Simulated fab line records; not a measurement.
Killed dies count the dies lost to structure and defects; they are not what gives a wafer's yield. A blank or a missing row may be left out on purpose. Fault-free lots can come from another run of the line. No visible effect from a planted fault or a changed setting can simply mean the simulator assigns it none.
Which tool is to blame?    flow berkeley cmos170    7 lots with 21 wafers sampled at 3 steps, on a route of 331 steps

WHAT THE GAUGES SHOWED, per wafer
UCB170_PFIELD_TW_MEAS_09.
lot   measured     on             PFIELD_TW
L378  day 4 21:59  film metro-02  601 599 601
L379  day 5 12:53  film metro-02  603 599 598
L384  day 6 11:01  film metro-03  591 588 590
L382  day 6 14:01  film metro-04  604 603 602
L385  day 6 19:56  film metro-02  598 600 600
L387  day 6 19:40  film metro-02  598 596 596
L390  day 7 22:40  film metro-04  1370 1371 1365

EACH LOT AND THE TOOL THAT RAN IT (in order: tool; ch and the chambers of the sampled wafers; start)
lot   UCB170_PWELL_STRIP_16                UCB170_PFIELD_IMPLANT_07
L378  plasma asher-03 ch 1, day 3 12:14    implanter-01 ch 0, day 4 21:44
L379  plasma asher-01 ch 0,1, day 3 22:22  implanter-03 ch 0, day 5 12:38
L384  plasma asher-03 ch 0,1, day 4 18:00  implanter-02 ch 0, day 6 10:46
L382  plasma asher-02 ch 0,1, day 4 18:43  implanter-01 ch 0, day 6 13:46
L385  plasma asher-01 ch 0,1, day 5 04:21  implanter-03 ch 0, day 6 19:41
L387  plasma asher-03 ch 0,1, day 5 12:50  implanter-01 ch 0, day 6 19:26
L390  plasma asher-02 ch 0,1, day 6 07:33  implanter-01 ch 0, day 7 22:25
- UCB170_PWELL_STRIP_16: strips in O2.
- UCB170_PFIELD_IMPLANT_07

THE ANSWER, worked out from the rows above alone
Rule: the lots themselves supply what counts as usual. The widest of any qualifying gaps counts: lots, ordered by their means at a reading, are off when they make up no more than a third of the lots, leave a main group of 4 or more, and stand apart from it by 3 or more times the standard deviation of that group's means. A main group whose means are all the same, to the digits that the tables above print for the reading, isn't used. Also off: a lot with no number at a reading for which 4 or more lots have one. Any other lot the step has rows for is counted as sound.
Off: at UCB170_PFIELD_TW_MEAS_09 (PFIELD_TW), L390. Main group: mean 598, sd 4.2.
A tool fits if, at a process step before that reading, it ran every lot that is off, and no sound lot after the first of them. Those tools and the gauges at UCB170_PFIELD_TW_MEAS_09 are tried in the same way. Can't be told from this: 3 tools fit, plasma asher-02 at UCB170_PWELL_STRIP_16, implanter-01 at UCB170_PFIELD_IMPLANT_07, film metro-04 at UCB170_PFIELD_TW_MEAS_09.

WHAT THE SIMULATOR PUT IN
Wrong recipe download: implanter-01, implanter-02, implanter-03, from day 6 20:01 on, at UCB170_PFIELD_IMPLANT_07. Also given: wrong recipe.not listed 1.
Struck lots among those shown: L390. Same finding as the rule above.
